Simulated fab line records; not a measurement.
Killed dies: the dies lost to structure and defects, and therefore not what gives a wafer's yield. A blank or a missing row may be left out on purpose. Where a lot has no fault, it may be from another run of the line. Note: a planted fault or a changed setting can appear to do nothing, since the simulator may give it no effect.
2 desks looking at one fault | flow ritCmos | numbers are kept per desk, each desk with only its own; the story behind them comes last

## FOR THE TOOL OWNER'S DESK: furnace-03
The tool's own readings at RIT_ACTIVE_OXIDATION_01 (target thk 46.8 nm, ox time 3360 s): means of the sampled wafers that have a number, for each lot that ran on this tool. If a lot's mean is further than 4 standard deviations from the usual mean, the lot is out of limits and carries the mark OUT (the distance appears in the brackets).
Columns: A = spikeTcCentreC at RIT_ACTIVE_OXIDATION_01, usual 1001.5 C; B = spikeTcSourceC at RIT_ACTIVE_OXIDATION_01, usual 1024.0 C
lot  | first seen here | A      | B
L727 | day 2 06:07     | 1001.7 | 1024.6
L728 | day 2 11:07     | 1001.3 | 1024.2
L729 | day 2 16:07     | 1000.5 | 1025.0
L730 | day 2 21:47     | 1001.2 | 1025.2
L732 | day 3 07:07     | 1001.9 | 1024.0
L734 | day 3 17:07     | 1002.1 | 1024.7
This desk's finding: nothing out of limits on any of the 6 lots.

## THE METROLOGY DESK
What the gauges read, lot by lot, whatever tool the lot ran on: means of the sampled wafers that have a number. If a lot's mean is further than 4 standard deviations from the usual mean, the lot is out of limits and carries the mark OUT (the distance appears in the brackets).
Columns: A = ACTIVE_OXIDE_THK at RIT_ACTIVE_THK_MEAS_02, usual 46.7 nm
lot  | first seen here | A
L723 | day 1 12:05     | 46.0
L725 | day 1 22:05     | 47.5
L726 | day 2 05:09     | 46.4
L727 | day 2 08:04     | 47.3
L728 | day 2 13:04     | 47.2
L729 | day 2 18:04     | 47.4
L730 | day 2 23:43     | 46.5
L732 | day 3 09:04     | 52.1 (+7.9) OUT
L733 | day 3 14:04     | 46.9
L734 | day 3 19:03     | 52.5 (+8.5) OUT
L739 | day 4 20:04     | 46.4
L743 | day 5 16:13     | 48.0
L744 | day 5 21:05     | 46.4
L745 | day 6 02:15     | 45.9
Per this desk, out of limits: L732, L734; the first was L732, day 3 09:04 (ACTIVE_OXIDE_THK at RIT_ACTIVE_THK_MEAS_02). L723, L725, L726, L727, L728, L729, L730, L733, L739, L743, L744, L745 stayed within limits.

## TAKEN TOGETHER
The metrology desk could have raised an alarm at day 3 09:04, on L732, L734.
The tool owner's desk saw nothing out of limits.
Tool owner's desk: L732, L734 on record, inside its limits.
RIT_ACTIVE_OXIDATION_01 was run on furnace-03 by each of the lots named.

## WHAT HAD BEEN PUT IN BY THE SIMULATOR
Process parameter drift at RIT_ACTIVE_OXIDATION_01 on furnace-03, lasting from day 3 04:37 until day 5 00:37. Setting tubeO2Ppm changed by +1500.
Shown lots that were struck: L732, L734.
Per desk, hours elapsed from the start of the fault to the first reading out of limits: for the metrology desk, 4.
